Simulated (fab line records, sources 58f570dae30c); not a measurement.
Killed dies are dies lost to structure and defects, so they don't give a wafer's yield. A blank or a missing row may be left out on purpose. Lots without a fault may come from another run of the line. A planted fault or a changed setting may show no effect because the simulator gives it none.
A struck lot beside a sound one | flow berkeley_cmos170 | 14 steps out of a route of 331
Sound: wafers L576.3, L576.4, L576.5. Struck: wafers L578.2, L578.3, L578.5. The cause comes at the end.
At each step with rows: each side's tool, then ch and its chambers, then its first start. Under that, the readings that differ: sound wafers | struck wafers | difference of the means | sigmas: that difference in standard deviations of wafers without a fault.
alike: readings whose means differ by less than 2 such deviations, and words and numbers that are the same on both sides. not compared: withheld readings, readings that some wafer has no value for, bounds like >300 that may hide the same value, and numbers for which the record gives no deviation and whose values overlap.
The two part at a step that has a row with sigmas, a row that says differs or no value, or rows on one side only. Numbers that don't overlap but have no deviation are shown without sigmas and don't part them. A reading that every wafer of one side lacks parts them only if that side has two wafers or more.

UCB170_SILICIDE_RS_MEAS_02: measures by four-point-probe.
  sound on film_metro-04, day 7 02:17; struck on film_metro-04, day 7 19:31
  alike: SILICIDE_TI_RS
UCB170_SILICIDE_THK_MEAS_03: measures by xrf.
  sound on film_metro-04, day 7 02:23; struck on film_metro-04, day 7 19:38
  alike: SILICIDE_TI_THK
UCB170_SILICIDE_RTA_04: time 15 s.
  sound on rtp_anneal-02 ch 0, day 7 02:27; struck on rtp_anneal-01 ch 0, day 7 19:41
  reading            | sound          | struck      | difference | sigmas
  lamp_power_pct (%) | 10.8 10.7 10.8 | 9.8 9.8 9.8 | -1.0       | -2
  alike: anneal_temp_c_max, chamber_o2_ppm, wafer_temp_C_max
then, 3 steps without rows for these wafers: UCB170_SILICIDE_WET_ETCH_05 (etches Ti in SPM, time 45 s); UCB170_CONTACT_CLEAN_00 (cleans in SPM, time 600 s); UCB170_CONTACT_CVD_01 (deposits PSG from SiH4/O2/PH3, target thk 700 nm, time 2820 s).
UCB170_CONTACT_THK_MEAS_02:
  sound on film_metro-01, day 7 04:30; struck on film_metro-04, day 7 21:44
  alike: CONTACT_PSG_THK
then, 3 steps without rows for these wafers: UCB170_CONTACT_HMDS_03 (prime time 60 s); UCB170_CONTACT_COAT_04 (resist thk 900 nm); UCB170_CONTACT_SOFTBAKE_05 (time 60 s).
UCB170_CONTACT_STRIP_06: strips in O2.
  sound on plasma_asher-02 ch 0,1, day 7 05:10; struck on plasma_asher-01 ch 0,1, day 7 22:14
  alike: drypump_motor_current_A, oes_product_au, strip_time_to_endpoint_s
  not compared: rf_hours_counter_h
then, 1 step without rows for these wafers: UCB170_CONTACT_CLEAN_07 (cleans in SPM, time 600 s).
UCB170_CONTACT_RTA_08: time 10 s.
  sound on rtp_anneal-01 ch 0, day 7 05:28; struck on rtp_anneal-01, day 7 22:32
  no value came back on the struck wafers for anneal_temp_c_max, chamber_o2_ppm, lamp_power_pct (%), wafer_temp_C_max; on the sound wafers anneal_temp_c_max reads 906.9 905.8 906.0
then, 1 step without rows for these wafers: UCB170_CONTACT_COAT_09.

WHERE THEY PART
First at UCB170_SILICIDE_RTA_04; last, within this record, at UCB170_CONTACT_RTA_08.

WHY: what the simulator had put in
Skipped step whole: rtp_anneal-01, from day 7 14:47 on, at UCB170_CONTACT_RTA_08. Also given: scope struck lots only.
